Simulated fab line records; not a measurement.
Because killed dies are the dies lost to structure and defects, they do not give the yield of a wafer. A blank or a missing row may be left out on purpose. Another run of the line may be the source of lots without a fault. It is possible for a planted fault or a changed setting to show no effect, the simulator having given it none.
fab line records / flow ritCmos
[record] lots = 14 wafers = 42 lastDay = 6
route steps=202 shown GATE@81 M1@202
lots that met no fault: taken from a fault-free run of the same line
startH: the number of hours between the record's first day and the start of the first shown wafer of the lot / waitH: how many hours have passed since the lot's step before this one / " as in the row above / L1.1+2: one row covering several wafers at once / - no value, or no start was given / * or withheld: withheld / < > ~ a bound
route shown NAME@n: NAME is a module with steps in the file, n the number in the route of the first one / usual: mean and standard deviation over wafers with no fault / same: alike in all rows / chamber/n: place in a boat / sites: each site's reading / _std_site: their standard deviation / _edge_site: outer sites' mean less inner sites' / radiusMm: how far each site lies from the wafer's centre / mask NAME#n: copy n / behind: tool/chamber where the wafer was last shaped / hold: why the lot went on hold/how many hours it stayed there/how the hold came to an end / device: names the non-switching transistor (n, p or np) / end of line: the same wafers' tests at the end of the route / step lacking rows: just its recipe / killed: at the first sort, the dies lost to defects and structure; wafer yield is something else / map: the dies of a wafer, with x for killed, . for not killed, _ for no die there
set.NAME: the setting that was run; set.NAME@STEP: the one run at that earlier step / model.NAME: the simulator's own value behind a step, which no gauge read
one table for each step of the route and one row for each wafer, over a sample of lots
services: the hour from which a tool's chamber was out of use, counted from the record's first day as startH (under 0 if before that day), plus the number of hours and why
[[steps]]
[step RIT_GATE_OXIDATION_05]
[recipe] tempC = 900 ambient = O2 targetThkA = 30 oxTimeS = 270
[usual] spikeTcLoadC = 926.4/1.2
lot.wafer=L340.1 tool=furnace-01 chamber=0 startH=38.45 waitH=1.1 spikeTcLoadC=927.7
lot.wafer=L340.4 tool=furnace-01 chamber=0 startH=38.45 waitH=1.1 spikeTcLoadC=928.2
lot.wafer=L340.5 tool=furnace-01 chamber=0 startH=38.45 waitH=1.1 spikeTcLoadC=926.7
lot.wafer=L341.1 tool=furnace-04 chamber=0 startH=41.28 waitH=0.1 spikeTcLoadC=925.6
lot.wafer=L341.2 tool=furnace-04 chamber=0 startH=41.28 waitH=0.1 spikeTcLoadC=926.0
lot.wafer=L341.5 tool=furnace-04 chamber=0 startH=41.28 waitH=0.1 spikeTcLoadC=925.8
lot.wafer=L342.2 tool=furnace-04 chamber=0 startH=43.41 waitH=0.0 spikeTcLoadC=925.4
lot.wafer=L342.3 tool=furnace-04 chamber=0 startH=43.41 waitH=0.0 spikeTcLoadC=925.0
lot.wafer=L342.6 tool=furnace-04 chamber=0 startH=43.41 waitH=0.0 spikeTcLoadC=928.0
lot.wafer=L343.1 tool=furnace-01 chamber=0 startH=50.19 waitH=0.5 spikeTcLoadC=926.2
lot.wafer=L343.5 tool=furnace-01 chamber=0 startH=50.19 waitH=0.5 spikeTcLoadC=926.2
lot.wafer=L343.6 tool=furnace-01 chamber=0 startH=50.19 waitH=0.5 spikeTcLoadC=927.7
lot.wafer=L344.2 tool=furnace-04 chamber=0 startH=54.15 waitH=0.0 spikeTcLoadC=925.2
lot.wafer=L344.4 tool=furnace-04 chamber=0 startH=54.15 waitH=0.0 spikeTcLoadC=928.8
lot.wafer=L344.6 tool=furnace-04 chamber=0 startH=54.15 waitH=0.0 spikeTcLoadC=926.1
lot.wafer=L345.2 tool=furnace-04 chamber=0 startH=59.46 waitH=0.2 spikeTcLoadC=927.5
lot.wafer=L345.3 tool=furnace-04 chamber=0 startH=59.46 waitH=0.2 spikeTcLoadC=925.4
lot.wafer=L345.5 tool=furnace-04 chamber=0 startH=59.46 waitH=0.2 spikeTcLoadC=925.6
lot.wafer=L346.2 tool=furnace-04 chamber=0 startH=64.39 waitH=0.2 spikeTcLoadC=926.5
lot.wafer=L346.3 tool=furnace-04 chamber=0 startH=64.39 waitH=0.2 spikeTcLoadC=924.6
lot.wafer=L346.6 tool=furnace-04 chamber=0 startH=64.39 waitH=0.2 spikeTcLoadC=927.3
lot.wafer=L348.1 tool=furnace-03 chamber=0 startH=74.48 waitH=1.8 spikeTcLoadC=926.2
lot.wafer=L348.2 tool=furnace-03 chamber=0 startH=74.48 waitH=1.8 spikeTcLoadC=925.6
lot.wafer=L348.3 tool=furnace-03 chamber=0 startH=74.48 waitH=1.8 spikeTcLoadC=925.8
lot.wafer=L350.4 tool=furnace-03 chamber=0 startH=87.91 waitH=1.9 spikeTcLoadC=924.6
lot.wafer=L350.5 tool=furnace-03 chamber=0 startH=87.91 waitH=1.9 spikeTcLoadC=926.0
lot.wafer=L350.6 tool=furnace-03 chamber=0 startH=87.91 waitH=1.9 spikeTcLoadC=927.5
lot.wafer=L351.1 tool=furnace-01 chamber=0 startH=93.17 waitH=1.2 spikeTcLoadC=927.6
lot.wafer=L351.2 tool=furnace-01 chamber=0 startH=93.17 waitH=1.2 spikeTcLoadC=926.7
lot.wafer=L351.5 tool=furnace-01 chamber=0 startH=93.17 waitH=1.2 spikeTcLoadC=928.2
lot.wafer=L352.4 tool=furnace-03 chamber=0 startH=96.62 waitH=0.3 spikeTcLoadC=925.3
lot.wafer=L352.5 tool=furnace-03 chamber=0 startH=96.62 waitH=0.3 spikeTcLoadC=927.1
lot.wafer=L352.6 tool=furnace-03 chamber=0 startH=96.62 waitH=0.3 spikeTcLoadC=927.5
lot.wafer=L353.2 tool=furnace-03 chamber=0 startH=103.05 waitH=2.4 spikeTcLoadC=926.0
lot.wafer=L353.4 tool=furnace-03 chamber=0 startH=103.05 waitH=2.4 spikeTcLoadC=925.5
lot.wafer=L353.6 tool=furnace-03 chamber=0 startH=103.05 waitH=2.4 spikeTcLoadC=927.1
lot.wafer=L354.2 tool=furnace-03 chamber=0 startH=106.67 waitH=1.5 spikeTcLoadC=925.3
lot.wafer=L354.3 tool=furnace-03 chamber=0 startH=106.67 waitH=1.5 spikeTcLoadC=926.0
lot.wafer=L354.5 tool=furnace-03 chamber=0 startH=106.67 waitH=1.5 spikeTcLoadC=926.9
lot.wafer=L357.2 tool=furnace-04 chamber=0 startH=122.68 waitH=0.4 spikeTcLoadC=926.0
lot.wafer=L357.5 tool=furnace-04 chamber=0 startH=122.68 waitH=0.4 spikeTcLoadC=926.8
lot.wafer=L357.6 tool=furnace-04 chamber=0 startH=122.68 waitH=0.4 spikeTcLoadC=926.8
[step RIT_M1_PROBE_99]
[usual] killedAtContacts = 0.1/0.23 killedAtFrontEnd = 6.7/2.7 killedDies = 6.7/2.7 killedOnRim = 1.8/1.2 killedOpen = 3.2/1.8 killedShort = 3.5/1.9
[same] grossDies = 264 killed_at_M0_to_M3 = 0 killed_at_M4_up = 0 killedAtBackSide = 0 killedAtOther = 0
lot.wafer=L353.2 tool=prober-01 chamber=- startH=130.08 waitH=0.1 killedAtContacts=0 killedAtFrontEnd=156 killedDies=156 killedOnRim=42 killedOpen=4 killedShort=1
lot.wafer=L353.4 tool=prober-01 chamber=- startH=130.18 waitH=0.2 killedAtContacts=0 killedAtFrontEnd=159 killedDies=159 killedOnRim=37 killedOpen=1 killedShort=3
lot.wafer=L353.6 tool=prober-01 chamber=- startH=130.28 waitH=0.2 killedAtContacts=0 killedAtFrontEnd=184 killedDies=184 killedOnRim=54 killedOpen=3 killedShort=3
lot.wafer=L354.2 tool=prober-02 chamber=- startH=134.49 waitH=0.1 killedAtContacts=0 killedAtFrontEnd=174 killedDies=174 killedOnRim=48 killedOpen=1 killedShort=4
lot.wafer=L354.3 tool=prober-02 chamber=- startH=134.54 waitH=0.2 killedAtContacts=0 killedAtFrontEnd=156 killedDies=156 killedOnRim=40 killedOpen=1 killedShort=4
lot.wafer=L354.5 tool=prober-02 chamber=- startH=134.64 waitH=0.2 killedAtContacts=0 killedAtFrontEnd=169 killedDies=169 killedOnRim=42 killedOpen=5 killedShort=3
// killed by level:class
L353.2 GATE:unspecified=151 REOX:geometricParticle:open=3 GATE:geometricParticle:open=1 REOX:geometricParticle:short=1
L353.4 GATE:unspecified=155 ACTIVE:geometricParticle:short=1 GATE:geometricParticle:short=1 GATE:geometricParticle:open=1 SPACER:geometricParticle:short=1
L353.6 GATE:unspecified=178 GATE:geometricParticle:short=2 GATE:geometricParticle:open=2 FOX1:geometricParticle:short=1 REOX:geometricParticle:open=1
L354.2 GATE:unspecified=169 REOX:geometricParticle:short=3 GATE:geometricParticle:open=1 SPACER:geometricParticle:short=1
L354.3 GATE:unspecified=151 GATE:geometricParticle:short=2 FOX1:geometricParticle:short=1 GATE:geometricParticle:open=1 SILICIDE:geometricParticle:short=1
L354.5 GATE:unspecified=161 GATE:geometricParticle:open=2 REOX:geometricParticle:open=2 SILICIDE:geometricParticle:short=2 GATE:geometricParticle:short=1 SILICIDE:geometricParticle:open=1
[[services]]
tool=furnace-04 chamber=- startH=14.94 hours=3.1 kind=pm
tool=furnace-04 chamber=- startH=17.99 hours=3.9 kind=pm
[[key]]
[firstSign] step = RIT_M1_PROBE_99 reading = killedAtFrontEnd direction = up sigmas = 59 usual = 6.7 struck = 166.3
[effect] step = RIT_M1_PROBE_99 reading = killedDies direction = up sigmas = 59 usual = 6.7 struck = 166.3
metAt RIT_GATE_OXIDATION_05
struckLots L353,L354
testerLeftOut L353,L354
onsetBetween 96.62 103.05
[fault] kind = chamberParticleSource tool = furnace-03 chamber = - onsetH = 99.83 steps = RIT_GATE_OXIDATION_05 ratePerVisitCm2 = 1.8119 endH = 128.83
// testerLeftOut: of these lots the tester's yield and bins aren't shown, on N5 and GAA mostly nor the transistor test; their killed dies are dies lost to structure and defects alone, not to doping, threshold or leakage, so they don't give the yield
